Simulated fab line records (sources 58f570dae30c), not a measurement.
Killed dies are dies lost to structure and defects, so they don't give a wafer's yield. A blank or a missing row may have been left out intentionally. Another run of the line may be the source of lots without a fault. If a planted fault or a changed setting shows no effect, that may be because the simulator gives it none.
What tool caused it? + flow berkeley cmos170 + 48 wafers from 16 lots sampled at 5 of the route's 331 steps

== WHAT THE GAUGES READ, wafer by wafer ==
UCB170_PWELL_TW_MEAS_17. Usual: PWELL_TW 379, standard deviation 3.4.
| lot  | measured    | on            | PWELL_TW    | flag |
|------|-------------|---------------|-------------|------|
| L962 | day 3 01:32 | film metro-03 | 382 384 382 |      |
| L963 | day 3 07:46 | film metro-03 | 384 383 382 |      |
| L964 | day 3 21:21 | film metro-01 | 382 382 380 |      |
| L966 | day 4 04:32 | film metro-03 | 383 385 383 |      |
| L965 | day 4 04:53 | film metro-01 | 383 381 381 |      |
| L967 | day 4 05:02 | film metro-01 | 381 383 381 |      |
| L968 | day 4 19:44 | film metro-01 | 380 383 381 |      |
| L969 | day 5 00:56 | film metro-03 | 383 381 381 |      |
| L970 | day 5 01:01 | film metro-04 | 376 374 375 |      |
| L971 | day 5 01:24 | film metro-01 | 378 377 376 |      |
| L973 | day 5 13:57 | film metro-01 | 381 379 378 |      |
| L972 | day 5 14:12 | film metro-04 | 374 374 375 |      |
| L975 | day 6 02:25 | film metro-01 | 644 649 644 | OFF  |
| L974 | day 6 02:40 | film metro-03 | 646 647 647 | OFF  |
| L976 | day 6 12:26 | film metro-04 | 634 635 633 | OFF  |
| L977 | day 6 12:36 | film metro-03 | 641 644 646 | OFF  |

UCB170_PVT_OVL_MEAS_06. Usual: PVT_OVL 2 nm, standard deviation 5.6.
| lot  | measured    | on         | PVT_OVL (nm) | flag |
|------|-------------|------------|--------------|------|
| L962 | day 6 09:05 | overlay-01 | -9 -1 -6     |      |
| L963 | day 6 05:08 | overlay-01 | 2 4 1        |      |
| L964 | day 7 00:58 | overlay-02 | 3 4 12       |      |
| L966 | day 7 09:44 | overlay-02 | 12 2 2       |      |
| L965 | day 7 09:29 | overlay-02 | 3 -1 4       |      |
| L967 | day 7 09:58 | overlay-02 | 5 1 -3       |      |
| L968 | day 8 03:19 | overlay-01 | 7 8 7        |      |
| L969 | day 8 03:35 | overlay-02 | 0 1 -7       |      |
| L970 | day 8 04:19 | overlay-01 | -10 -5 -3    |      |
| L971 | day 8 15:41 | overlay-02 | 4 2 7        |      |
| L973 | day 8 15:31 | overlay-01 | 5 4 8        |      |
| L972 | day 8 15:47 | overlay-01 | -2 -7 -3     |      |
| L975 | day 9 05:34 | overlay-01 | 4 5 -8       |      |
| L974 | day 9 05:35 | overlay-02 | 1 2 6        |      |
| L976 | day 9 20:06 | overlay-01 | -2 1 -1      |      |
| L977 | day 9 19:39 | overlay-01 | 4 11 15      |      |

UCB170_V1_OVL_MEAS_13. Usual: V1_OVL -2 nm, standard deviation 4.8.
| lot  | measured     | on         | V1_OVL (nm) | flag |
|------|--------------|------------|-------------|------|
| L962 | day 8 05:53  | overlay-02 | -2 -3 3     |      |
| L963 | day 8 11:07  | overlay-01 | -11 -6 -6   |      |
| L964 | day 8 20:16  | overlay-01 | -3 2 3      |      |
| L966 | day 9 07:05  | overlay-01 | -4 0 2      |      |
| L965 | day 9 05:20  | overlay-01 | -7 -3 -1    |      |
| L967 | day 9 05:03  | overlay-02 | -5 -5 -3    |      |
| L968 | day 10 01:34 | overlay-02 | -1 0 -4     |      |
| L969 | day 10 00:04 | overlay-01 | 3 -4 4      |      |
| L970 | day 9 21:24  | overlay-02 | -4 0 -2     |      |
| L971 | day 10 19:34 | overlay-02 | 1 -5 -2     |      |
| L973 | day 10 14:48 | overlay-01 | 4 -3 1      |      |
| L972 | day 10 19:50 | overlay-02 | 7 -1 5      |      |
| L975 | day 11 03:43 | overlay-01 | 5 1 17      |      |
| L974 | day 11 03:38 | overlay-02 | 0 -6 -3     |      |
| L976 | day 11 20:49 | overlay-01 | -2 8 -2     |      |
| L977 | day 11 20:39 | overlay-01 | -9 -4 -15   |      |

UCB170_V2_BOW_MEAS_03. Usual: V2_BOW 37 um, standard deviation 6.8.
| lot  | measured     | on            | V2_BOW (um) | flag |
|------|--------------|---------------|-------------|------|
| L962 | day 8 09:28  | film metro-04 | 49 37 28    |      |
| L963 | day 8 14:35  | film metro-02 | 47 39 50    |      |
| L964 | day 8 23:59  | film metro-04 | 39 34 28    |      |
| L966 | day 9 11:50  | film metro-01 | 39 31 26    |      |
| L965 | day 9 09:45  | film metro-04 | 39 40 40    |      |
| L967 | day 9 09:23  | film metro-01 | 37 31 35    |      |
| L968 | day 10 05:11 | film metro-02 | 36 33 45    |      |
| L969 | day 10 03:39 | film metro-01 | 31 33 33    |      |
| L970 | day 10 01:10 | film metro-04 | 33 40 37    |      |
| L971 | day 10 23:16 | film metro-01 | 54 44 45    |      |
| L973 | day 10 21:27 | film metro-01 | 30 46 44    |      |
| L972 | day 10 23:34 | film metro-04 | 35 33 16    |      |
| L975 | day 11 07:27 | film metro-02 | 42 31 45    |      |
| L974 | day 11 07:11 | film metro-02 | 21 39 43    |      |
| L976 | day 12 03:23 | film metro-02 | 26 41 40    |      |
| L977 | day 12 01:20 | film metro-04 | 40 42 43    |      |

== WHICH TOOL RAN EACH LOT (tool, then ch and the chambers of the sampled wafers, then the start) ==
| lot  | UCB170_PWELL_IMPLANT_15        |
|------|--------------------------------|
| L962 | implanter-01 ch 0, day 3 01:17 |
| L963 | implanter-03 ch 0, day 3 07:32 |
| L964 | implanter-03 ch 0, day 3 21:08 |
| L966 | implanter-02 ch 0, day 4 04:17 |
| L965 | implanter-03 ch 0, day 4 04:38 |
| L967 | implanter-01 ch 0, day 4 04:45 |
| L968 | implanter-01 ch 0, day 4 19:29 |
| L969 | implanter-03 ch 0, day 5 00:42 |
| L970 | implanter-01 ch 0, day 5 00:46 |
| L971 | implanter-02 ch 0, day 5 01:09 |
| L973 | implanter-03 ch 0, day 5 13:44 |
| L972 | implanter-03 ch 0, day 5 13:58 |
| L975 | implanter-03 ch 0, day 6 02:10 |
| L974 | implanter-03 ch 0, day 6 02:26 |
| L976 | implanter-03 ch 0, day 6 12:13 |
| L977 | implanter-01 ch 0, day 6 12:21 |
- UCB170_PWELL_IMPLANT_15

== WHAT THE TOOLS THEMSELVES READ (means of the sampled wafers that have a number; where no wafer has one, the mark that the record gives instead) ==
UCB170_PWELL_IMPLANT_15. Usual: dose ions cm2 5e+12, standard deviation 5.7e+09.
| lot  | tool         | dose ions cm2 | flag |
|------|--------------|---------------|------|
| L962 | implanter-01 | 5e+12         |      |
| L963 | implanter-03 | 5e+12         |      |
| L964 | implanter-03 | 5e+12         |      |
| L966 | implanter-02 | 5e+12         |      |
| L965 | implanter-03 | 5e+12         |      |
| L967 | implanter-01 | 5e+12         |      |
| L968 | implanter-01 | 5e+12         |      |
| L969 | implanter-03 | 5e+12         |      |
| L970 | implanter-01 | 5e+12         |      |
| L971 | implanter-02 | 5e+12         |      |
| L973 | implanter-03 | 5e+12         |      |
| L972 | implanter-03 | 5e+12         |      |
| L975 | implanter-03 | 5e+12         |      |
| L974 | implanter-03 | 5e+12         |      |
| L976 | implanter-03 | 5e+12         |      |
| L977 | implanter-01 | 5e+12         |      |

== THE ANSWER, worked out from the rows above alone ==
Rule: a lot counts as off when the mean over its wafers that have a number is more than 3 standard deviations away from the usual mean. A lot without any number at a reading at which 4 lots or more have one is off too. Any other lot the step has rows for is counted as sound. After the gauges, taken in route order, come the tools' own readings; for these a lot's mean is taken, as printed above. At the first step where some lot is off, the reading lying furthest off is the one used; lots without a number count as furthest.
Off: L975, L974, L976, L977, at UCB170_PWELL_TW_MEAS_17 (PWELL_TW).
A tool fits if, at a process step before that reading, it ran every lot that is off, and no sound lot after the first of them. Those tools and the gauges at UCB170_PWELL_TW_MEAS_17 are tried in the same way. No candidate that was tried fits.

== WHAT THE SIMULATOR PUT IN ==
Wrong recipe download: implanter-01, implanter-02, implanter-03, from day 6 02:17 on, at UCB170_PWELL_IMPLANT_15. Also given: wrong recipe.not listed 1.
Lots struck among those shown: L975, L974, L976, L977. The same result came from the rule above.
